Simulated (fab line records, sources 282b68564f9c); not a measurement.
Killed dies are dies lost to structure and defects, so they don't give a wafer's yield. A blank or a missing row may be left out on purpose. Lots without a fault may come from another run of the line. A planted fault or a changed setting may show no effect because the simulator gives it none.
A struck lot beside a sound one | flow rit_cmos | 15 steps out of a route of 202
Sound: wafers L822.1, L822.4, L822.5. Struck: wafer L831.5. (L831.1, L831.2 of the same lot were not struck and are left out.) The cause comes at the end.
At each step with rows: each side's tool, then ch and its chambers, then its first start. Under that, the readings that differ: sound wafers | struck wafers | difference of the means | sigmas: that difference in standard deviations of wafers without a fault.
alike: readings whose means differ by less than 2 such deviations, and words and numbers that are the same on both sides. not compared: withheld readings, readings that some wafer has no value for, bounds like >300 that may hide the same value, and numbers for which the record gives no deviation and whose values overlap.
The two part at a step that has a row with sigmas, a row that says differs or no value, or rows on one side only. Numbers that don't overlap but have no deviation are shown without sigmas and don't part them. A reading that every wafer of one side lacks parts them only if that side has two wafers or more.

RIT_GATE_THK_MEAS_07:
  sound on film_metro-04, day 3 06:40; struck on film_metro-04, day 5 05:16
  reading             | sound          | struck | difference | sigmas
  GATE_OXIDE_THK (nm) | 2.93 2.95 2.91 | 3.23   | +0.30      | +4
then, 1 step without rows for these wafers: RIT_GATE_CVD_08 (deposits poly-Si from SiH4, target thk 250 nm, time 2220 s).
RIT_GATE_THK_MEAS_09:
  sound on film_metro-01, day 3 09:42; struck on film_metro-04, day 5 07:44
  reading            | sound             | struck | difference | sigmas
  GATE_POLY_THK (nm) | 253.1 251.3 253.1 | 244.2  | -8.3       | -3
then, 6 steps without rows for these wafers: RIT_GATE_HMDS_10 (prime time 60 s); RIT_GATE_COAT_11 (resist thk 857.1 nm); RIT_GATE_SOFTBAKE_12 (time 60 s); RIT_GATE_EXPOSE_13 (exposes mask M6, target cd 150 nm); RIT_GATE_PEB_14; RIT_GATE_DEVELOP_15 (develop time 50 s).
RIT_GATE_CD_MEAS_16: target cd 150 nm.
  sound on cd_sem-01, day 3 10:39; struck on cd_sem-01, day 5 08:47
  alike: cd_nm
RIT_GATE_OVL_MEAS_17:
  sound on overlay-02, day 3 10:46; struck on overlay-01, day 5 08:54
  alike: GATE_OVL
then, 1 step without rows for these wafers: RIT_GATE_HARDBAKE_18 (time 60 s).
RIT_GATE_ETCH_19: etches poly-Si in SF6/CHF3/O2, stops on SiO2, time 165 s, target depth 312.5 nm.
  sound on rie_si-02 ch 1,2,3, day 3 11:01; struck on rie_si-01 ch 3, day 5 09:05
  reading                     | sound             | struck  | difference | sigmas
  drypump_motor_current_A (A) | 5.8 6.4 6.1       | 5.1     | -1.0       | -3
  oes_product_au (a.u.)       | 0.835 0.837 0.881 | 0.819   | -0.032     | -2
  over_etch_frac              | 0.25 0.25 0.25    | 0.29612 | +0.04612   |
  alike: throttle_valve_pct
  not compared: rf_hours_counter_h
RIT_GATE_STRIP_20: strips in O2, time 180 s.
  sound on plasma_asher-04 ch 0,1, day 3 11:08; struck on plasma_asher-02 ch 1, day 5 09:11
  alike: drypump_motor_current_A
  not compared: rf_hours_counter_h
RIT_M1_PROBE_99:
  sound on prober-01, day 4 08:21; struck on prober-01, day 6 05:52
  alike: killed_at_contacts, killed_at_front_end, killed_dies, killed_open, killed_short

WHERE THEY PART
First at RIT_GATE_THK_MEAS_07; last, within this record, at RIT_GATE_ETCH_19. Later steps at which nothing parts them and some readings are alike: RIT_GATE_STRIP_20, RIT_M1_PROBE_99.

WHY: what the simulator had put in
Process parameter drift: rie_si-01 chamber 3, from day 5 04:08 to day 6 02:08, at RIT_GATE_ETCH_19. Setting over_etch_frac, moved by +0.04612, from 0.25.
